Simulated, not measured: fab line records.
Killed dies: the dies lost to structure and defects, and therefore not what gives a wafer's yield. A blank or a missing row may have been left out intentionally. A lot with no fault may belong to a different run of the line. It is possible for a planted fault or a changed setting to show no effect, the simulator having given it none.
fab line records ; flow ritCmos ; part 2 of 2: steps 29 to 38 of 38
record lots=5; wafers=15; lastDay=8
route steps=202 shown NRETRO@54 PRETRO@64 GATE@75 FOX2@80
lots that met no fault: from a run of the same line without faults
startH: hours from the record's first day to the start of the lot's first wafer shown ; waitH: time in hours since the lot's previous step ; " identical to the entry in the row above ; L1.1+2: a row that stands for several wafers ; - no value, or no start given ; * or withheld: withheld ; < > ~ a bound
route shown NAME@n: names a module that has steps shown in the file, with the first one's number in the route ; usual: average and standard deviation across the fault-free wafers ; same: alike in all rows ; chamber/n: place in a boat ; sites: each site's reading ; _std_site: the values' standard deviation ; _edge_site: the outer-site mean with the inner-site mean subtracted ; radiusMm: for every site, how far away it sits from the centre of the wafer ; mask NAME#n: copy n ; behind: the tool/chamber that last shaped the wafer ; hold: reason for holding the lot/hours on hold/outcome of the hold ; device: the n, p or np transistor that did not switch ; end of line: the tests these same wafers got at the end of their route ; a step given without rows: its recipe and nothing more ; killed: dies lost to structure and defects at the first sort, not the wafer's yield ; map: shows each die of a wafer: x if killed, . if not, _ if none is there
set.NAME: the run value of the setting; set.NAME@STEP: its run value at that earlier step ; model.NAME: the simulator's own value behind a step, which no gauge read
a table for each step, a row for each wafer; lots at some steps of the route
services: a tool's chamber out of use, with start hour (startH, from the record's first day; less than 0 if before it), hours out, and reason
## steps
# step RIT_GATE_ANNEAL_06
# recipe tempC=900; timeS=600; ambient=N2O
# usual spikeTcLoadC=927.8/1.1
lot.wafer;tool;chamber;startH;waitH;spikeTcLoadC
L080.1;furnace-04;0;79.53;4.5;928.9
L080.4;furnace-04;0;79.53;4.5;926.6
L080.6;furnace-04;0;79.53;4.5;925.6
L082.4;furnace-01;0;91.51;3.2;928.7
L082.5;furnace-01;0;91.51;3.2;927.2
L082.6;furnace-01;0;91.51;3.2;927.6
L094.1;furnace-04;0;142.60;1.4;925.9
L094.5;furnace-04;0;142.60;1.4;928.0
L094.6;furnace-04;0;142.60;1.4;927.4
L095.1;furnace-01;0;153.11;1.7;927.8
L095.3;furnace-01;0;153.11;1.7;928.4
L095.6;furnace-01;0;153.11;1.7;928.6
L096.1;furnace-04;0;155.55;1.1;928.8
L096.2;furnace-04;0;155.55;1.1;927.0
L096.6;furnace-04;0;155.55;1.1;927.1
# step RIT_GATE_THK_MEAS_07
# recipe reads=SiO2_of_GATE_OXIDATION_05
# usual GATE_OXIDE_THK=3.01/0.062
lot.wafer;tool;chamber;startH;waitH;GATE_OXIDE_THK[nm]
L080.1;filmMetro-02;-;79.78;0.0;3.14
L080.4;filmMetro-02;-;79.78;0.0;3.15
L080.6;filmMetro-02;-;79.78;0.0;3.09
L082.4;filmMetro-03;-;91.79;0.0;3.03
L082.5;filmMetro-03;-;91.79;0.0;3.04
L082.6;filmMetro-03;-;91.79;0.0;3.05
L094.1;filmMetro-01;-;142.85;0.0;2.96
L094.5;filmMetro-01;-;142.85;0.0;2.94
L094.6;filmMetro-01;-;142.85;0.0;3.02
L095.1;filmMetro-02;-;153.36;0.0;3.00
L095.3;filmMetro-02;-;153.36;0.0;3.08
L095.6;filmMetro-02;-;153.36;0.0;3.05
L096.1;filmMetro-02;-;155.80;0.0;2.89
L096.2;filmMetro-02;-;155.80;0.0;2.97
L096.6;filmMetro-02;-;155.80;0.0;2.88
# step RIT_GATE_CVD_08
# recipe material=poly-Si; targetThkNm=250; tempC=610; precursor=SiH4; timeS=2220; pressureMtorr=314.8; sih4FlowSccm=100
# usual sih4FlowSccm=99.99/0.29; spikeTcLoadC=630.5/2.1
lot.wafer;tool;chamber;startH;waitH;sih4FlowSccm;spikeTcLoadC
L080.1;lpcvd-01;1;79.84;0.1;99.65;632.3
L080.4;lpcvd-01;1;79.84;0.1;99.82;632.9
L080.6;lpcvd-01;1;79.84;0.1;99.43;632.3
L082.4;lpcvd-01;1;91.82;0.0;99.93;631.9
L082.5;lpcvd-01;1;91.82;0.0;99.76;633.3
L082.6;lpcvd-01;1;91.82;0.0;100.24;630.9
L094.1;lpcvd-01;1;145.01;2.2;100.23;632.8
L094.5;lpcvd-01;1;145.01;2.2;99.96;631.4
L094.6;lpcvd-01;1;145.01;2.2;100.02;632.0
L095.1;lpcvd-01;1;153.42;0.1;100.17;632.1
L095.3;lpcvd-01;1;153.42;0.1;99.95;631.7
L095.6;lpcvd-01;1;153.42;0.1;100.15;631.8
L096.1;lpcvd-02;1;156.76;1.0;100.26;627.7
L096.2;lpcvd-02;1;156.76;1.0;100.40;629.0
L096.6;lpcvd-02;1;156.76;1.0;100.02;630.1
# step RIT_GATE_THK_MEAS_09
# recipe reads=poly-Si_of_GATE_CVD_08
# usual GATE_POLY_THK=256.3/2.4
lot.wafer;tool;chamber;startH;waitH;GATE_POLY_THK[nm]
L080.1;filmMetro-02;-;81.46;0.0;255.7
L080.4;filmMetro-02;-;81.46;0.0;253.0
L080.6;filmMetro-02;-;81.46;0.0;252.9
L082.4;filmMetro-01;-;94.28;0.0;259.3
L082.5;filmMetro-01;-;94.28;0.0;257.2
L082.6;filmMetro-01;-;94.28;0.0;254.0
L094.1;filmMetro-01;-;146.62;0.0;254.0
L094.5;filmMetro-01;-;146.62;0.0;254.2
L094.6;filmMetro-01;-;146.62;0.0;254.3
L095.1;filmMetro-03;-;155.04;0.0;256.7
L095.3;filmMetro-03;-;155.04;0.0;255.6
L095.6;filmMetro-03;-;155.04;0.0;254.3
L096.1;filmMetro-02;-;158.38;0.0;254.7
L096.2;filmMetro-02;-;158.38;0.0;256.1
L096.6;filmMetro-02;-;158.38;0.0;256.7
# step RIT_GATE_HMDS_10
# recipe primeTimeS=60; primeTempC=140
# usual chillPlateTempC=22.98/0.12
lot.wafer;tool;chamber;startH;waitH;chillPlateTempC
L080.1;lithoTrack-02;0;81.52;0.1;22.93
L080.4;lithoTrack-02;0;81.52;0.1;22.87
L080.6;lithoTrack-02;0;81.52;0.1;22.99
L082.4;lithoTrack-04;0;94.38;0.1;23.10
L082.5;lithoTrack-04;0;94.38;0.1;23.04
L082.6;lithoTrack-04;0;94.38;0.1;22.86
L094.1;lithoTrack-02;0;146.68;0.1;23.39
L094.5;lithoTrack-02;0;146.68;0.1;23.18
L094.6;lithoTrack-02;0;146.68;0.1;23.11
L095.1;lithoTrack-01;0;155.10;0.1;22.91
L095.3;lithoTrack-01;0;155.10;0.1;22.86
L095.6;lithoTrack-01;0;155.10;0.1;22.78
L096.1;lithoTrack-04;0;158.44;0.1;22.78
L096.2;lithoTrack-04;0;158.44;0.1;22.84
L096.6;lithoTrack-04;0;158.44;0.1;22.87
# step RIT_GATE_COAT_11
# recipe resist=NOVOLAK; spinRpm=4250; resistThkNm=850
# usual chillPlateTempC=22.99/0.093
lot.wafer;tool;chamber;startH;waitH;chillPlateTempC
L080.1;lithoTrack-02;0;81.67;0.1;22.90
L080.4;lithoTrack-02;0;81.67;0.1;22.80
L080.6;lithoTrack-02;0;81.67;0.1;23.10
L082.4;lithoTrack-04;0;94.53;0.1;22.91
L082.5;lithoTrack-04;0;94.53;0.1;23.03
L082.6;lithoTrack-04;0;94.53;0.1;22.97
L094.1;lithoTrack-02;0;146.83;0.1;22.84
L094.5;lithoTrack-02;0;146.83;0.1;22.85
L094.6;lithoTrack-02;0;146.83;0.1;23.05
L095.1;lithoTrack-01;0;155.25;0.1;22.94
L095.3;lithoTrack-01;0;155.25;0.1;22.99
L095.6;lithoTrack-01;0;155.25;0.1;22.89
L096.1;lithoTrack-04;0;158.59;0.1;23.25
L096.2;lithoTrack-04;0;158.59;0.1;23.03
L096.6;lithoTrack-04;0;158.59;0.1;23.25
# step RIT_GATE_SOFTBAKE_12
# recipe resist=NOVOLAK; tempC=90; timeS=60
# usual chillPlateTempC=23.00/0.097
lot.wafer;tool;chamber;startH;waitH;chillPlateTempC
L080.1;lithoTrack-02;0;81.82;0.1;22.96
L080.4;lithoTrack-02;0;81.82;0.1;23.05
L080.6;lithoTrack-02;0;81.82;0.1;22.96
L082.4;lithoTrack-04;0;94.68;0.1;23.09
L082.5;lithoTrack-04;0;94.68;0.1;23.02
L082.6;lithoTrack-04;0;94.68;0.1;23.08
L094.1;lithoTrack-02;0;146.98;0.1;22.98
L094.5;lithoTrack-02;0;146.98;0.1;22.90
L094.6;lithoTrack-02;0;146.98;0.1;23.01
L095.1;lithoTrack-01;0;155.40;0.1;23.03
L095.3;lithoTrack-01;0;155.40;0.1;23.03
L095.6;lithoTrack-01;0;155.40;0.1;23.05
L096.1;lithoTrack-04;0;158.74;0.1;23.05
L096.2;lithoTrack-04;0;158.74;0.1;23.19
L096.6;lithoTrack-04;0;158.74;0.1;23.22
# step RIT_GATE_EXPOSE_13
# recipe maskId=M6; na=0.6; sourceShape=conventional; sigmaOuter=0.6; targetCdNm=150; doseMj=380
# usual focusOffsetNm=0.0/0.54; reticleTempC=23.01/0.12
# same na=0.6
lot.wafer;tool;chamber;startH;waitH;mask;focusOffsetNm;reticleTempC
L080.1;ilineStepper-02;0;82.09;0.2;M6#0;1.5;23.04
L080.4;ilineStepper-02;0;82.09;0.2;M6#0;1.1;23.13
L080.6;ilineStepper-02;0;82.09;0.2;M6#0;1.6;23.14
L082.4;ilineStepper-02;0;94.94;0.2;M6#0;0.1;23.04
L082.5;ilineStepper-02;0;94.94;0.2;M6#0;0.2;22.91
L082.6;ilineStepper-02;0;94.94;0.2;M6#0;-0.4;22.99
L094.1;ilineStepper-01;0;147.26;0.2;M6#0;-0.2;23.08
L094.5;ilineStepper-01;0;147.26;0.2;M6#0;-0.5;23.14
L094.6;ilineStepper-01;0;147.26;0.2;M6#0;0.0;23.20
L095.1;ilineStepper-02;0;155.67;0.2;M6#0;1.0;22.94
L095.3;ilineStepper-02;0;155.67;0.2;M6#0;0.0;23.12
L095.6;ilineStepper-02;0;155.67;0.2;M6#0;-0.1;23.15
L096.1;ilineStepper-02;0;158.96;0.2;M6#0;-1.1;22.82
L096.2;ilineStepper-02;0;158.96;0.2;M6#0;0.3;22.92
L096.6;ilineStepper-02;0;158.96;0.2;M6#0;-0.3;22.75
# step RIT_GATE_PEB_14
# recipe resist=NOVOLAK; tempC=withheld; timeS=withheld
# usual chillPlateTempC=*
lot.wafer;tool;chamber;startH;waitH;chillPlateTempC
L080.1;lithoTrack-02;0;82.21;0.1;*
L080.4;lithoTrack-02;0;82.21;0.1;*
L080.6;lithoTrack-02;0;82.21;0.1;*
L082.4;lithoTrack-04;0;95.08;0.1;*
L082.5;lithoTrack-04;0;95.08;0.1;*
L082.6;lithoTrack-04;0;95.08;0.1;*
L094.1;lithoTrack-04;0;147.38;0.1;*
L094.5;lithoTrack-04;0;147.38;0.1;*
L094.6;lithoTrack-04;0;147.38;0.1;*
L095.1;lithoTrack-04;0;155.79;0.1;*
L095.3;lithoTrack-04;0;155.79;0.1;*
L095.6;lithoTrack-04;0;155.79;0.1;*
L096.1;lithoTrack-04;0;159.34;0.4;*
L096.2;lithoTrack-04;0;159.34;0.4;*
L096.6;lithoTrack-04;0;159.34;0.4;*
# step RIT_GATE_DEVELOP_15
# recipe resist=NOVOLAK; developTimeS=52.04; devTempC=23
# usual chillPlateTempC=23.00/0.12
# same developTimeS=52.04
lot.wafer;tool;chamber;startH;waitH;chillPlateTempC
L080.1;lithoTrack-02;0;-;-;22.78
L080.4;lithoTrack-02;0;-;-;22.76
L080.6;lithoTrack-02;0;-;-;22.83
L082.4;lithoTrack-04;0;-;-;22.95
L082.5;lithoTrack-04;0;-;-;23.07
L082.6;lithoTrack-04;0;-;-;23.11
L094.1;lithoTrack-04;0;-;-;22.88
L094.5;lithoTrack-04;0;-;-;22.97
L094.6;lithoTrack-04;0;-;-;22.88
L095.1;lithoTrack-04;0;-;-;22.95
L095.3;lithoTrack-04;0;-;-;23.11
L095.6;lithoTrack-04;0;-;-;22.93
L096.1;lithoTrack-04;0;-;-;23.09
L096.2;lithoTrack-04;0;-;-;23.07
L096.6;lithoTrack-04;0;-;-;23.06
## services
tool;chamber;startH;hours;kind
furnace-03;-;47.83;82.0;pm
implanter-03;-;58.75;2.7;repair
implanter-04;-;63.75;2.0;pm
furnace-01;-;72.21;2.4;pm
lpcvd-02;-;97.85;1.1;repair
lithoTrack-03;-;100.37;-;consumableReplace:filter
plasmaAsher-01;-;108.75;9.0;pm
plasmaAsher-01;0;108.75;9.0;ventCycle
plasmaAsher-01;1;108.75;9.0;ventCycle
implanter-03;-;112.33;4.3;pm
lpcvd-02;-;118.05;2.8;pm
ilineStepper-01;-;119.14;1.7;pm
plasmaAsher-04;-;121.84;3.7;pm
lpcvd-02;-;123.72;6.1;pm
ilineStepper-02;0;132.60;-;calibration
ilineStepper-01;0;135.13;-;calibration
wetBench-01;-;138.97;1.4;repair
plasmaAsher-02;-;145.29;0.8;repair
wetBench-02;-;148.26;29.6;pm
furnace-04;-;150.56;3.9;pm
plasmaAsher-03;-;151.56;1.9;repair
implanter-02;-;153.81;1.4;repair
implanter-02;-;156.20;1.9;repair
furnace-03;-;158.45;3.5;pm
